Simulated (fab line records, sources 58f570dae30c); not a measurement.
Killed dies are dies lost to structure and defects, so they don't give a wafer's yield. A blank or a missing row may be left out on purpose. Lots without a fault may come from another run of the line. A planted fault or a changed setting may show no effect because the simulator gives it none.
Split-lot experiment | flow berkeley_cmos170 | 5 lots, 23 wafers read, on a route of 331 steps

THE SPLIT
At UCB170_GATE_OXIDATION_01 (target thk 6.6 nm, ox time 1800 s), the setting temp_c was moved away from the recipe's 850 C on 15 of the 23 wafers read, by -3.0% to +2.3%. The other wafers ran this setting at the recipe's value.

The file shows no step between the split and the reading.

THE READING
GATE_OXIDE_THK, in nm, at UCB170_GATE_THK_MEAS_02. Fault-free wafers of this fab line usually give 6.52 nm, standard deviation 0.11 nm.

wafer  | tool, chamber at the split | temp_c as run, C | against the recipe | GATE_OXIDE_THK, nm | against lot-mates on the recipe
L074.1 | furnace-01, 0              | 850              | recipe             | 6.53               | -
L074.2 | furnace-01, 0              | 850              | recipe             | 6.41               | -
L074.6 | furnace-01, 0              | 850              | recipe             | 6.57               | -
L076.2 | -, -                       | 869.5            | +2.3%              | 8.36               | no lot-mate on the recipe
L076.3 | -, -                       | 869.5            | +2.3%              | 8.20               | no lot-mate on the recipe
L076.4 | -, -                       | 869.5            | +2.3%              | 8.32               | no lot-mate on the recipe
L076.5 | -, -                       | 869.5            | +2.3%              | 8.22               | no lot-mate on the recipe
L076.6 | -, -                       | 869.5            | +2.3%              | 8.19               | no lot-mate on the recipe
L078.1 | -, -                       | 850              | recipe             | 6.64               | -
L078.2 | -, -                       | 850              | recipe             | 6.57               | -
L078.4 | -, -                       | 850              | recipe             | 6.61               | -
L078.5 | -, -                       | 850              | recipe             | 6.66               | -
L078.6 | -, -                       | 850              | recipe             | 6.55               | -
L083.1 | -, -                       | 843              | -0.8%              | 5.69               | no lot-mate on the recipe
L083.2 | -, -                       | 843              | -0.8%              | 5.78               | no lot-mate on the recipe
L083.4 | -, -                       | 843              | -0.8%              | 5.72               | no lot-mate on the recipe
L083.5 | -, -                       | 843              | -0.8%              | 5.85               | no lot-mate on the recipe
L083.6 | -, -                       | 843              | -0.8%              | 5.74               | no lot-mate on the recipe
L082.1 | -, -                       | 824.8            | -3.0%              | 4.74               | no lot-mate on the recipe
L082.3 | -, -                       | 824.8            | -3.0%              | 4.47               | no lot-mate on the recipe
L082.4 | -, -                       | 824.8            | -3.0%              | 4.57               | no lot-mate on the recipe
L082.5 | -, -                       | 824.8            | -3.0%              | 4.72               | no lot-mate on the recipe
L082.6 | -, -                       | 824.8            | -3.0%              | 4.60               | no lot-mate on the recipe

THE FIT
A straight line over all 23 wafers: GATE_OXIDE_THK changes by +0.7 nm for each +1% of temp_c; r = +0.99; the points scatter about the line by 0.16 nm.
Too few moved wafers have a lot-mate on the recipe to fit a line with each lot's own level taken away.

THE WHOLE CHAIN: every reading that the file lists as answering this split, in the file's order
step                     | what it does                      | reading                                                                           | change (the file's fit)               | r (the file's)
UCB170_GATE_OXIDATION_01 | target thk 6.6 nm, ox time 1800 s | SiO2_of_GATE_OXIDATION_01.thk_nm (the simulator's own value, which no gauge read) | +0.707 nm for each +1% of the setting | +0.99
UCB170_GATE_THK_MEAS_02  |                                   | GATE_OXIDE_THK                                                                    | +0.7 for each +1% of the setting      | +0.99

THE FILE'S OWN FIT
GATE_OXIDE_THK changes by +0.7 nm for each +1% of temp_c, r = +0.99.
